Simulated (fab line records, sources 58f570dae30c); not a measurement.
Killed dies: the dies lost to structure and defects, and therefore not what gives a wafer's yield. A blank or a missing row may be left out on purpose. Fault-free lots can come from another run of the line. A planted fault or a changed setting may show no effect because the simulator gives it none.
One fault seen from 2 desks / flow berkeleyCmos170 / numbers are kept per desk, each desk with only its own; the story behind them comes last

== DESK OF THE TOOL OWNER: lithoTrack-02 ==
The tool's own readings at UCB170_M1_COAT_04 (resist thk 900 nm): means of the sampled wafers that have a number, for each lot that ran on this tool. A lot is out of limits, marked OUT, if its mean lies more than 4 standard deviations from the usual mean; the brackets give that distance.
Columns: A = spinSpeedRpm at UCB170_M1_COAT_04, usual 1500.1 rpm
lot=L315; first seen here=day 7 09:00; A=1500.4
lot=L318; first seen here=day 7 21:00; A=1500.8
lot=L319; first seen here=day 8 08:00; A=1499.7
lot=L330; first seen here=day 10 03:00; A=1776.4 (+99 or more) OUT
lot=L331; first seen here=day 10 16:00; A=1775.6 (+99 or more) OUT
This desk's verdict: out of limits on L330, L331, starting with L330 at day 10 03:00 (spinSpeedRpm at UCB170_M1_COAT_04). L315, L318, L319: within limits.

== FROM THE METROLOGY DESK ==
What the gauges read, lot by lot, whatever tool the lot ran on: means of the sampled wafers that have a number. A lot is out of limits, marked OUT, if its mean lies more than 4 standard deviations from the usual mean; the brackets give that distance.
Columns: A = cdNm at UCB170_PSD_CD_MEAS_06, usual 1199.9 nm; B = M1_OVL at UCB170_M1_OVL_MEAS_10, usual 2 nm
lot=L314; first seen here=day 6 15:54; A=1202.0; B=-2
lot=L315; first seen here=day 6 22:17; A=1201.7; B=-3
lot=L318; first seen here=day 7 11:57; A=1202.0; B=6
lot=L316; first seen here=day 7 14:27; A=1197.8; B=-0
lot=L319; first seen here=day 7 18:26; A=1201.7; B=0
lot=L317; first seen here=day 7 18:43; A=1198.7; B=4
lot=L330; first seen here=day 9 17:40; A=1199.3; B=9
lot=L331; first seen here=day 10 05:05; A=1200.2; B=2
lot=L332; first seen here=day 10 05:18; A=1199.0; B=4
lot=L337; first seen here=day 11 16:44; A=1196.4; B=4
lot=L336; first seen here=day 11 16:49; A=1200.2; B=4
This desk found nothing out of limits on any of the 11 lots.

== PUT TOGETHER ==
An alarm could have come from the tool owner's desk at day 10 03:00, on L330, L331.
From the metrology desk's view, nothing was out of limits.
The metrology desk has L330, L331 on record, within its limits.
Every lot named ran UCB170_M1_COAT_04 on lithoTrack-02.

== WHAT HAD BEEN PUT IN BY THE SIMULATOR ==
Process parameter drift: lithoTrack-02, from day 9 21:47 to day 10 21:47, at UCB170_M1_COAT_04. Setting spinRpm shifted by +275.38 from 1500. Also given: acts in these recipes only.
Shown lots that were struck: L330, L331.
Time in hours from fault onset to the first out-of-limits reading at each desk: the tool owner's desk, 5.
